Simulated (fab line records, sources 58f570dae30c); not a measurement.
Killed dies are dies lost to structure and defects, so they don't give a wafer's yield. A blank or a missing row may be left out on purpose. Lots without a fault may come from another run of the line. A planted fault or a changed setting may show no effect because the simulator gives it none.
One fault seen from 2 desks | flow berkeley_cmos170 | each desk has only its own numbers; what lay behind them comes last

THE TOOL OWNER'S DESK: lpcvd-01
The tool's own readings at UCB170_GATE_CVD_04 (deposits poly-Si from SiH4, time 1440 s, target thk 214 nm): means of the sampled wafers that have a number, for each lot that ran on this tool. A lot is out of limits, marked OUT, if its mean lies more than 4 standard deviations from the usual mean; the brackets give that distance.
Columns: A = sih4_flow_sccm at UCB170_GATE_CVD_04, usual 120.0 sccm
lot  | first seen here | A
L543 | day 6 06:28     | 120.6
L548 | day 7 05:17     | 120.0
L549 | day 7 05:17     | 120.2
L563 | day 10 05:29    | 60.1 (-99 or more) OUT
L566 | day 10 22:46    | 120.5
This desk's finding: out of limits on L563; first on L563, day 10 05:29 (sih4_flow_sccm at UCB170_GATE_CVD_04). In limits: L543, L548, L549, L566.

THE METROLOGY DESK
What the gauges read, lot by lot, whatever tool the lot ran on: means of the sampled wafers that have a number. A lot is out of limits, marked OUT, if its mean lies more than 4 standard deviations from the usual mean; the brackets give that distance.
Columns: A = NWELL_OXIDE_THK at UCB170_NWELL_THK_MEAS_02, usual 26.2 nm; B = GATE_POLY_THK at UCB170_GATE_THK_MEAS_05, usual 212.9 nm
lot  | first seen here | A    | B
L543 | day 2 02:19     | 27.2 | 211.9
L544 | day 2 08:02     | 26.1 | 212.9
L545 | day 2 16:17     | 26.1 | 212.9
L547 | day 2 23:52     | 25.7 | 216.6
L548 | day 2 23:52     | 26.2 | 211.5
L549 | day 3 05:38     | 26.4 | 211.3
L551 | day 3 15:10     | 26.2 | 211.6
L552 | day 3 18:19     | 26.2 | 213.3
L553 | day 3 23:47     | 25.7 | 212.9
L554 | day 4 07:06     | 25.6 | 211.9
L558 | day 5 05:38     | 26.9 | 214.0
L563 | day 6 02:19     | 26.6 | 104.3 (-57) OUT
L566 | day 6 19:55     | 25.5 | 212.2
This desk's finding: out of limits on L563; first on L563, day 10 06:53 (GATE_POLY_THK at UCB170_GATE_THK_MEAS_05). In limits: L543, L544, L545, L547, L548, L549, L551, L552, L553, L554, L558, L566.

PUT TOGETHER
The tool owner's desk could have raised an alarm at day 10 05:29, on L563.
The metrology desk could have raised an alarm at day 10 06:53, on L563.
Of the lots named, all ran UCB170_GATE_CVD_04 on lpcvd-01.

WHAT THE SIMULATOR HAD PUT IN
Process parameter drift: lpcvd-01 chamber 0, from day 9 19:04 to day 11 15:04, at UCB170_GATE_CVD_04. Setting sih4_flow_sccm, moved by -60, from 120. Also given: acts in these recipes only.
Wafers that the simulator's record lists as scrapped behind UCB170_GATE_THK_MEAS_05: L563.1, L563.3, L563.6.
Lots struck among those shown: L563.
Hours from the fault's start to each desk's first reading out of limits: the tool owner's desk, 10; the metrology desk, 12.
